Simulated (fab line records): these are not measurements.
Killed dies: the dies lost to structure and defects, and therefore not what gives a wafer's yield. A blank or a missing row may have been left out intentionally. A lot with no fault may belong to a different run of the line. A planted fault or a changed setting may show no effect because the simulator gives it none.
fab line records	flow berkeleyCmos170	part 1 of 2: steps 1 to 26 of 35
record lots=5	wafers=15	lastDay=13
route steps=331 shown V1@261 M2@271 V2@292
lots that met no fault: from a run of the same line without faults
startH: start of the lot's first displayed wafer, in hours after the record's first day	waitH: hours elapsed since this lot's preceding step	" the same as in the row above	L1.1+2: several wafers, shown together as one row	- value missing, or start not given	* or withheld: withheld	< > ~ a bound
route shown NAME@n: a module of which the file shows steps, and the number in the route of the first	usual: mean and standard deviation over wafers with no fault	same: alike in all rows	chamber/n: place in a boat	sites: per-site readings	_std_site: the values' standard deviation	_edge_site: the outer-site mean with the inner-site mean subtracted	radiusMm: for every site, how far away it sits from the centre of the wafer	mask NAME#n: copy n	behind: tool/chamber where the wafer was last shaped	hold: why the lot went on hold/how many hours it stayed there/how the hold came to an end	device: which transistor (n, p or np) failed to switch	end of line: tests run on the same wafers once the route is complete	where a step has no rows: the recipe by itself	killed: at the first sort, the dies lost to defects and structure; wafer yield is something else	map: dies across one wafer; x = killed, . = not, _ = none there
set.NAME: setting as actually run; set.NAME@STEP: the setting as run at that earlier step	model.NAME: the simulator's own value behind a step, which no gauge read
certain route steps with their lots: each step a table, each wafer a row
services: from which hour (startH, from the record's first day; less than 0 if before it) a tool's chamber was out of use, for how many hours, and why
## steps
# step UCB170_V1_COAT_07
# recipe resist=KrF	spinRpm=1500	resistThkNm=900
# usual spinSpeedRpm=1499.9/0.78
lot.wafer	tool	chamber	startH	waitH	spinSpeedRpm
L089.1	lithoTrack-04	0	250.27	0.1	1500.5
L089.4	"	0	"	"	1499.9
L089.6	"	0	"	"	1499.2
L086.1	lithoTrack-04	0	256.31	0.1	1500.2
L086.2	"	0	"	"	1501.1
L086.5	"	0	"	"	1501.0
L092.1	lithoTrack-02	0	277.99	0.1	1499.7
L092.2	"	0	"	"	1500.3
L092.3	"	0	"	"	1501.9
L094.2	lithoTrack-04	0	286.68	0.1	1499.3
L094.5	"	0	"	"	1499.9
L094.6	"	0	"	"	1499.6
L096.3	lithoTrack-04	0	292.72	0.1	1498.5
L096.5	"	0	"	"	1499.2
L096.6	"	0	"	"	1500.6
# step UCB170_V1_SOFTBAKE_08
# recipe resist=KrF	tempC=130	timeS=60
# usual plateTempC=129.99/0.14
lot.wafer	tool	chamber	startH	waitH	plateTempC
L089.1	lithoTrack-04	0	250.42	0.1	130.16
L089.4	"	0	"	"	129.85
L089.6	"	0	"	"	129.99
L086.1	lithoTrack-04	0	256.46	0.1	130.04
L086.2	"	0	"	"	129.76
L086.5	"	0	"	"	129.86
L092.1	lithoTrack-02	0	278.14	0.1	130.05
L092.2	"	0	"	"	130.24
L092.3	"	0	"	"	130.05
L094.2	lithoTrack-04	0	286.83	0.1	129.93
L094.5	"	0	"	"	130.12
L094.6	"	0	"	"	130.18
L096.3	lithoTrack-04	0	292.87	0.1	129.87
L096.5	"	0	"	"	129.86
L096.6	"	0	"	"	129.78
# step UCB170_V1_EXPOSE_09
# recipe maskId=VIA1	targetCdNm=700	na=0.5	sigmaOuter=0.6	sourceShape=conventional	doseMj=37
# usual stageVelMmS=500.00/0.27
lot.wafer	tool	chamber	startH	waitH	mask	stageVelMmS
L089.1	krfScanner-02	0	250.69	0.2	VIA1#0	500.15
L089.4	"	0	"	"	VIA1#0	500.04
L089.6	"	0	"	"	VIA1#0	499.84
L086.1	krfScanner-01	0	256.73	0.2	VIA1#0	499.63
L086.2	"	0	"	"	VIA1#0	499.95
L086.5	"	0	"	"	VIA1#0	500.03
L092.1	krfScanner-01	0	278.29	0.1	VIA1#0	499.72
L092.2	"	0	"	"	VIA1#0	500.22
L092.3	"	0	"	"	VIA1#0	500.17
L094.2	krfScanner-01	0	286.97	0.1	VIA1#0	499.65
L094.5	"	0	"	"	VIA1#0	499.88
L094.6	"	0	"	"	VIA1#0	499.79
L096.3	krfScanner-02	0	293.14	0.2	VIA1#0	499.99
L096.5	"	0	"	"	VIA1#0	499.80
L096.6	"	0	"	"	VIA1#0	499.57
# step UCB170_V1_PEB_10
# recipe pebTempC=130	pebTimeS=withheld	resist=KrF
# usual plateTempC=129.97/0.16
lot.wafer	tool	chamber	startH	waitH	plateTempC
L089.1	lithoTrack-04	0	250.84	0.1	130.09
L089.4	"	0	"	"	130.07
L089.6	"	0	"	"	129.95
L086.1	lithoTrack-04	0	257.06	0.3	129.93
L086.2	"	0	"	"	129.81
L086.5	"	0	"	"	129.97
L092.1	lithoTrack-02	0	278.74	0.4	129.80
L092.2	"	0	"	"	129.83
L092.3	"	0	"	"	129.81
L094.2	lithoTrack-04	0	287.70	0.7	129.97
L094.5	"	0	"	"	129.99
L094.6	"	0	"	"	129.83
L096.3	lithoTrack-02	0	293.65	0.5	129.78
L096.5	"	0	"	"	129.86
L096.6	"	0	"	"	129.69
# step UCB170_V1_DEVELOP_11
# recipe developer=TMAH	developTimeS=45	resist=KrF	devTempC=21
lot.wafer	tool	chamber	startH	waitH
L089.1+4+6	lithoTrack-04	0	-	-
L086.1+2+5	lithoTrack-04	0	-	-
L092.1+2+3	lithoTrack-02	0	-	-
L094.2+5+6	lithoTrack-04	0	-	-
L096.3+5+6	lithoTrack-02	0	-	-
# step UCB170_V1_CD_MEAS_12
# recipe targetCdNm=700
# usual cdNm=700.1/1.6
lot.wafer	tool	chamber	startH	waitH	cdNm
L089.1	cdSem-01	-	251.12	-	704.7
L089.4	"	-	"	"	703.2
L089.6	"	-	"	"	703.0
L086.1	cdSem-02	-	257.33	-	702.6
L086.2	"	-	"	"	701.1
L086.5	"	-	"	"	700.6
L092.1	cdSem-02	-	279.02	-	698.9
L092.2	"	-	"	"	699.8
L092.3	"	-	"	"	699.4
L094.2	cdSem-01	-	287.97	-	700.7
L094.5	"	-	"	"	701.0
L094.6	"	-	"	"	702.2
L096.3	cdSem-01	-	293.91	-	698.6
L096.5	"	-	"	"	697.7
L096.6	"	-	"	"	697.7
# step UCB170_V1_OVL_MEAS_13
# usual V1_OVL=5/5.7
lot.wafer	tool	chamber	startH	waitH	V1_OVL[nm]
L089.1	overlay-01	-	251.24	0.1	3
L089.4	"	-	"	"	12
L089.6	"	-	"	"	8
L086.1	overlay-02	-	257.45	0.1	-2
L086.2	"	-	"	"	7
L086.5	"	-	"	"	0
L092.1	overlay-02	-	279.14	0.1	-1
L092.2	"	-	"	"	2
L092.3	"	-	"	"	-3
L094.2	overlay-02	-	288.08	0.1	1
L094.5	"	-	"	"	16
L094.6	"	-	"	"	0
L096.3	overlay-02	-	294.01	0.1	1
L096.5	"	-	"	"	-2
L096.6	"	-	"	"	6
# step UCB170_V1_ETCH_14
# recipe chemistry=CHF3/CF4/Ar	target=SiO2	stopOn=Al	CHF3_flow_sccm=45	cf4FlowSccm=15	Ar_flow_sccm=150	pressureMtorr=200	rfW=700	targetDepthA=12500	overEtchFrac=0.25	timeS=291
# usual drypumpMotorCurrentA=5.3/0.35	oesProductAu=0.869/0.012	throttleValvePct=7.00/0.11
lot.wafer	tool	chamber	startH	waitH	drypumpMotorCurrentA	oesProductAu	rfHoursCounterH	throttleValvePct
L089.1	rieDiel-04	3	251.27	0.0	5.5	0.869	10	6.91
L089.4	"	0	"	"	5.2	0.883	108	7.09
L089.6	"	1	"	"	5.5	0.874	-	6.99
L086.1	rieDiel-01	0	257.49	0.0	5.3	0.871	129	7.03
L086.2	"	1	"	"	5.4	0.872	126	7.19
L086.5	"	1	"	"	5.4	0.867	-	7.20
L092.1	rieDiel-03	3	279.17	0.0	6.2	0.881	50	6.88
L092.2	"	0	"	"	5.3	0.885	126	6.98
L092.3	"	2	"	"	5.0	0.870	113	6.73
L094.2	rieDiel-01	3	288.11	0.0	5.3	0.850	1	7.02
L094.5	"	2	"	"	4.8	0.865	-	7.05
L094.6	"	0	"	"	5.3	0.868	-	7.05
L096.3	rieDiel-04	3	294.03	0.0	5.5	0.864	12	6.92
L096.5	"	2	"	"	4.9	0.855	-	7.03
L096.6	"	3	"	"	5.5	0.867	-	6.92
# step UCB170_V1_STRIP_15
# recipe chemistry=O2	powerW=400	pressureMtorr=3500	platenTempC=withheld	o2FlowSccm=400	overashFraction=0.5
# usual drypumpMotorCurrentA=5.53/0.29	oesProductAu=0.722/0.0046	stripTimeToEndpointS=15.37/0.085
lot.wafer	tool	chamber	startH	waitH	drypumpMotorCurrentA	oesProductAu	rfHoursCounterH	stripTimeToEndpointS
L089.1	plasmaAsher-02	0	251.45	0.1	5.54	0.719	45	15.33
L089.4	"	0	"	"	5.54	0.734	-	15.37
L089.6	"	0	"	"	5.54	0.722	-	15.28
L086.1	plasmaAsher-02	1	257.67	0.1	5.43	0.720	46	15.38
L086.2	"	0	"	"	5.55	0.722	46	15.36
L086.5	"	1	"	"	5.45	0.727	-	15.43
L092.1	plasmaAsher-01	0	279.35	0.1	5.67	0.723	16	15.37
L092.2	"	1	"	"	5.05	0.724	16	15.42
L092.3	"	1	"	"	5.05	0.731	-	15.27
L094.2	plasmaAsher-02	1	288.29	0.1	5.45	0.724	49	15.32
L094.5	"	1	"	"	5.46	0.726	-	15.30
L094.6	"	0	"	"	5.54	0.729	-	15.31
L096.3	plasmaAsher-02	0	294.24	0.1	5.56	0.724	-	15.40
L096.5	"	1	"	"	5.45	0.719	-	15.46
L096.6	"	0	"	"	5.56	0.725	-	15.41
# step UCB170_V1_CD_MEAS_90
# recipe targetCdNm=700
# usual cdNm=700.0/1.7
lot.wafer	tool	chamber	startH	waitH	cdNm
L089.1	cdSem-01	-	251.55	0.1	705.0
L089.4	"	-	"	"	703.7
L089.6	"	-	"	"	703.5
L086.1	cdSem-01	-	257.77	0.1	702.8
L086.2	"	-	"	"	701.6
L086.5	"	-	"	"	700.6
L092.1	cdSem-02	-	279.45	0.1	698.3
L092.2	"	-	"	"	700.1
L092.3	"	-	"	"	700.1
L094.2	cdSem-02	-	288.41	0.1	700.8
L094.5	"	-	"	"	700.4
L094.6	"	-	"	"	702.1
L096.3	cdSem-01	-	294.35	0.1	698.0
L096.5	"	-	"	"	697.4
L096.6	"	-	"	"	697.7
# step UCB170_M2_PRE_CLEAN_00
# recipe gas=Ar	precleanEtchTimeS=60
lot.wafer	tool	chamber	startH	waitH
L089.1+4+6	pvdSputter-02	-	251.67	0.1
L086.1+2+5	pvdSputter-04	-	257.89	0.1
L092.1+2+3	pvdSputter-02	-	279.57	0.1
L094.2+5+6	pvdSputter-01	-	288.51	0.1
L096.3+5+6	pvdSputter-02	-	294.43	0.1
# step UCB170_M2_SPUTTER_01
# recipe material=Al	targetThkNm=900	timeS=120	powerW=6000	chamberPressurePa=0.5
# usual throttleValvePct=29.7/0.85
lot.wafer	tool	chamber	startH	waitH	throttleValvePct
L089.1	pvdSputter-02	-	251.74	0.0	29.2
L089.4	"	-	"	"	30.1
L089.6	"	-	"	"	29.2
L086.1	pvdSputter-04	-	257.95	0.0	30.0
L086.2	"	-	"	"	29.2
L086.5	"	-	"	"	29.4
L092.1	pvdSputter-02	-	279.64	0.0	29.2
L092.2	"	-	"	"	29.9
L092.3	"	-	"	"	30.9
L094.2	pvdSputter-01	-	288.57	0.0	30.2
L094.5	"	-	"	"	29.4
L094.6	"	-	"	"	30.8
L096.3	pvdSputter-02	-	294.50	0.0	29.8
L096.5	"	-	"	"	31.0
L096.6	"	-	"	"	28.9
# step UCB170_M2_RS_MEAS_02
# recipe thkMeasGauge=four-point-probe	reads=Al_of_M2_SPUTTER_01
# usual M2_AL_RS=0.0322/0.00032
lot.wafer	tool	chamber	startH	waitH	M2_AL_RS[ohm/sq]
L089.1	filmMetro-03	-	251.82	0.0	0.0322
L089.4	"	-	"	"	0.0327
L089.6	"	-	"	"	0.0323
L086.1	filmMetro-02	-	258.04	0.0	0.0319
L086.2	"	-	"	"	0.0320
L086.5	"	-	"	"	0.0317
L092.1	filmMetro-02	-	279.72	0.0	0.0323
L092.2	"	-	"	"	0.0329
L092.3	"	-	"	"	0.0324
L094.2	filmMetro-01	-	288.68	0.1	0.0322
L094.5	"	-	"	"	0.0325
L094.6	"	-	"	"	0.0322
L096.3	filmMetro-03	-	294.62	0.1	0.0317
L096.5	"	-	"	"	0.0318
L096.6	"	-	"	"	0.0318
# step UCB170_M2_THK_MEAS_03
# recipe thkMeasGauge=xrf	reads=Al_of_M2_SPUTTER_01
# usual M2_AL_THK=892/9.4
lot.wafer	tool	chamber	startH	waitH	M2_AL_THK[nm]
L089.1	filmMetro-03	-	251.94	0.1	893
L089.4	"	-	"	"	879
L089.6	"	-	"	"	892
L086.1	filmMetro-02	-	258.16	0.1	913
L086.2	"	-	"	"	907
L086.5	"	-	"	"	908
L092.1	filmMetro-02	-	279.84	0.1	888
L092.2	"	-	"	"	876
L092.3	"	-	"	"	891
L094.2	filmMetro-01	-	288.79	0.1	885
L094.5	"	-	"	"	875
L094.6	"	-	"	"	887
L096.3	filmMetro-03	-	294.72	0.1	906
L096.5	"	-	"	"	901
L096.6	"	-	"	"	899
# step UCB170_M2_HMDS_04
# recipe primeTimeS=60	primeTempC=100
lot.wafer	tool	chamber	startH	waitH
L089.1+4+6	lithoTrack-02	0	252.26	0.3
L086.1+2+5	lithoTrack-02	0	258.22	0.1
L092.1+2+3	lithoTrack-01	0	279.90	0.1
L094.2+5+6	lithoTrack-04	0	288.86	0.1
L096.3+5+6	lithoTrack-02	0	294.92	0.2
# step UCB170_M2_COAT_05
# recipe resist=KrF	spinRpm=1500	resistThkNm=900
# usual spinSpeedRpm=1499.9/1
lot.wafer	tool	chamber	startH	waitH	spinSpeedRpm
L089.1	lithoTrack-02	0	252.41	0.1	1499.6
L089.4	"	0	"	"	1500.1
L089.6	"	0	"	"	1499.5
L086.1	lithoTrack-02	0	258.37	0.1	1501.0
L086.2	"	0	"	"	1500.7
L086.5	"	0	"	"	1499.2
L092.1	lithoTrack-01	0	280.05	0.1	1501.2
L092.2	"	0	"	"	1500.2
L092.3	"	0	"	"	1500.3
L094.2	lithoTrack-04	0	289.01	0.1	1498.7
L094.5	"	0	"	"	1501.9
L094.6	"	0	"	"	1499.4
L096.3	lithoTrack-02	0	295.07	0.1	1498.1
L096.5	"	0	"	"	1500.5
L096.6	"	0	"	"	1499.6
# step UCB170_M2_SOFTBAKE_06
# recipe resist=KrF	tempC=130	timeS=60
# usual plateTempC=130.00/0.15
lot.wafer	tool	chamber	startH	waitH	plateTempC
L089.1	lithoTrack-02	0	252.56	0.1	129.88
L089.4	"	0	"	"	129.87
L089.6	"	0	"	"	129.81
L086.1	lithoTrack-02	0	258.52	0.1	130.08
L086.2	"	0	"	"	130.03
L086.5	"	0	"	"	130.12
L092.1	lithoTrack-01	0	280.20	0.1	130.10
L092.2	"	0	"	"	129.90
L092.3	"	0	"	"	129.98
L094.2	lithoTrack-04	0	289.16	0.1	130.06
L094.5	"	0	"	"	129.89
L094.6	"	0	"	"	129.92
L096.3	lithoTrack-02	0	295.22	0.1	130.08
L096.5	"	0	"	"	130.03
L096.6	"	0	"	"	130.04
# step UCB170_M2_STRIP_07
# recipe chemistry=O2	powerW=400	pressureMtorr=3500	platenTempC=withheld	o2FlowSccm=400	overashFraction=0.5
# usual drypumpMotorCurrentA=5.6/0.35	oesProductAu=0.735/0.0046	stripTimeToEndpointS=22.01/0.061
lot.wafer	tool	chamber	startH	waitH	drypumpMotorCurrentA	oesProductAu	rfHoursCounterH	stripTimeToEndpointS
L089.1	plasmaAsher-02	1	252.71	0.1	5.4	0.730	45	21.98
L089.4	"	0	"	"	5.5	0.737	-	22.11
L089.6	"	1	"	"	5.5	0.741	-	22.05
L086.1	plasmaAsher-03	1	258.67	0.1	6.1	0.731	53	21.97
L086.2	"	0	"	"	5.4	0.728	53	21.95
L086.5	"	0	"	"	5.5	0.739	-	22.01
L092.1	plasmaAsher-03	1	280.35	0.1	6.1	0.735	56	22.04
L092.2	"	0	"	"	5.4	0.729	56	22.03
L092.3	"	1	"	"	6.1	0.733	-	22.01
L094.2	plasmaAsher-03	0	289.29	0.1	5.4	0.735	57	22.02
L094.5	"	1	"	"	6.1	0.725	-	22.01
L094.6	"	0	"	"	5.5	0.734	-	22.07
L096.3	plasmaAsher-02	0	295.36	0.1	5.6	0.733	-	21.96
L096.5	"	0	"	"	5.6	0.736	-	22.07
L096.6	"	1	"	"	5.4	0.741	-	21.99
# step UCB170_M2_STRIP_08
# recipe chemistry=DMSO	tempC=80	timeS=600	material=KrF
# usual tempC=80.00/0.11
lot.wafer	tool	chamber	startH	waitH	tempC
L089.1	wetBench-04	0	252.81	0.1	80.14
L089.4	"	0	"	"	79.95
L089.6	"	0	"	"	80.16
L086.1	wetBench-04	1	259.04	0.3	79.81
L086.2	"	1	"	"	79.81
L086.5	"	1	"	"	79.88
L092.1	wetBench-04	1	280.64	0.3	80.12
L092.2	"	1	"	"	79.97
L092.3	"	1	"	"	80.04
L094.2	wetBench-04	3	289.39	0.1	79.99
L094.5	"	3	"	"	79.85
L094.6	"	3	"	"	79.98
L096.3	wetBench-04	1	295.42	0.0	79.93
L096.5	"	1	"	"	80.18
L096.6	"	1	"	"	79.94
# step UCB170_M2_COAT_09
# recipe resist=BARC	tempC=withheld	timeS=withheld	spinRpm=3000	resistThkNm=withheld
# usual spinSpeedRpm=3000.1/1.8
lot.wafer	tool	chamber	startH	waitH	spinSpeedRpm
L089.1	lithoTrack-01	0	253.16	0.0	3000.3
L089.4	"	0	"	"	3001.0
L089.6	"	0	"	"	3001.8
L086.1	lithoTrack-01	0	259.46	0.1	3000.5
L086.2	"	0	"	"	3000.3
L086.5	"	0	"	"	2999.4
L092.1	lithoTrack-02	0	281.33	0.5	2996.5
L092.2	"	0	"	"	2999.2
L092.3	"	0	"	"	2999.0
L094.2	lithoTrack-02	0	289.85	0.3	3000.8
L094.5	"	0	"	"	3000.2
L094.6	"	0	"	"	2998.3
L096.3	lithoTrack-02	0	295.65	0.1	3000.4
L096.5	"	0	"	"	3000.7
L096.6	"	0	"	"	2999.5
# step UCB170_M2_COAT_10
# recipe resist=KrF	spinRpm=1500	resistThkNm=900
# usual spinSpeedRpm=1500.0/0.94
lot.wafer	tool	chamber	startH	waitH	spinSpeedRpm
L089.1	lithoTrack-01	0	-	-	1498.7
L089.4	"	0	"	"	1499.8
L089.6	"	0	"	"	1499.9
L086.1	lithoTrack-01	0	-	-	1500.4
L086.2	"	0	"	"	1498.7
L086.5	"	0	"	"	1498.6
L092.1	lithoTrack-02	0	-	-	1499.6
L092.2	"	0	"	"	1500.1
L092.3	"	0	"	"	1500.4
L094.2	lithoTrack-02	0	-	-	1500.2
L094.5	"	0	"	"	1501.5
L094.6	"	0	"	"	1499.6
L096.3	lithoTrack-02	0	-	-	1499.4
L096.5	"	0	"	"	1500.5
L096.6	"	0	"	"	1500.7
# step UCB170_M2_SOFTBAKE_11
# recipe resist=KrF	tempC=130	timeS=60
# usual plateTempC=130.00/0.14
lot.wafer	tool	chamber	startH	waitH	plateTempC
L089.1	lithoTrack-01	0	-	-	130.04
L089.4	"	0	"	"	129.93
L089.6	"	0	"	"	129.95
L086.1	lithoTrack-01	0	-	-	130.14
L086.2	"	0	"	"	129.93
L086.5	"	0	"	"	130.02
L092.1	lithoTrack-02	0	-	-	129.85
L092.2	"	0	"	"	130.17
L092.3	"	0	"	"	130.12
L094.2	lithoTrack-02	0	-	-	129.96
L094.5	"	0	"	"	129.97
L094.6	"	0	"	"	129.95
L096.3	lithoTrack-02	0	-	-	129.93
L096.5	"	0	"	"	129.76
L096.6	"	0	"	"	129.68
# step UCB170_M2_EXPOSE_12
# recipe maskId=METAL2	targetCdNm=700	na=0.5	sigmaOuter=0.6	sourceShape=conventional	doseMj=26
# usual stageVelMmS=500.04/0.28
lot.wafer	tool	chamber	startH	waitH	mask	stageVelMmS
L089.1	krfScanner-01	0	253.61	-	METAL2#0	500.28
L089.4	"	0	"	"	METAL2#0	500.06
L089.6	"	0	"	"	METAL2#0	499.99
L086.1	krfScanner-02	0	259.99	-	METAL2#0	499.69
L086.2	"	0	"	"	METAL2#0	499.40
L086.5	"	0	"	"	METAL2#0	499.76
L092.1	krfScanner-02	0	281.91	-	METAL2#0	500.32
L092.2	"	0	"	"	METAL2#0	500.18
L092.3	"	0	"	"	METAL2#0	500.20
L094.2	krfScanner-02	0	290.30	-	METAL2#0	499.69
L094.5	"	0	"	"	METAL2#0	499.84
L094.6	"	0	"	"	METAL2#0	500.18
L096.3	krfScanner-01	0	296.21	-	METAL2#0	500.45
L096.5	"	0	"	"	METAL2#0	500.38
L096.6	"	0	"	"	METAL2#0	500.25
# step UCB170_M2_PEB_13
# recipe pebTempC=130	pebTimeS=withheld	resist=KrF
# usual plateTempC=130.00/0.14
lot.wafer	tool	chamber	startH	waitH	plateTempC
L089.1	lithoTrack-02	0	253.72	0.1	129.82
L089.4	"	0	"	"	129.83
L089.6	"	0	"	"	129.89
L086.1	lithoTrack-04	0	260.32	0.3	129.92
L086.2	"	0	"	"	130.00
L086.5	"	0	"	"	130.09
L092.1	lithoTrack-04	0	282.17	0.2	130.24
L092.2	"	0	"	"	129.92
L092.3	"	0	"	"	129.90
L094.2	lithoTrack-01	0	290.61	0.3	130.02
L094.5	"	0	"	"	130.07
L094.6	"	0	"	"	130.09
L096.3	lithoTrack-01	0	296.34	0.1	130.01
L096.5	"	0	"	"	130.22
L096.6	"	0	"	"	130.19
# step UCB170_M2_DEVELOP_14
# recipe developer=TMAH	developTimeS=45	resist=KrF	devTempC=21
lot.wafer	tool	chamber	startH	waitH
L089.1+4+6	lithoTrack-02	0	-	-
L086.1+2+5	lithoTrack-04	0	-	-
L092.1+2+3	lithoTrack-04	0	-	-
L094.2+5+6	lithoTrack-01	0	-	-
L096.3+5+6	lithoTrack-01	0	-	-
# step UCB170_M2_CD_MEAS_15
# recipe targetCdNm=700
# usual cdNm=700.4/1.5
lot.wafer	tool	chamber	startH	waitH	cdNm
L089.1	cdSem-02	-	254.03	-	702.9
L089.4	"	-	"	"	701.7
L089.6	"	-	"	"	700.5
L086.1	cdSem-01	-	260.59	-	700.2
L086.2	"	-	"	"	699.7
L086.5	"	-	"	"	700.8
L092.1	cdSem-01	-	282.45	-	699.9
L092.2	"	-	"	"	701.1
L092.3	"	-	"	"	700.9
L094.2	cdSem-01	-	290.88	-	699.7
L094.5	"	-	"	"	699.0
L094.6	"	-	"	"	699.5
L096.3	cdSem-02	-	296.61	-	698.2
L096.5	"	-	"	"	698.7
L096.6	"	-	"	"	698.7
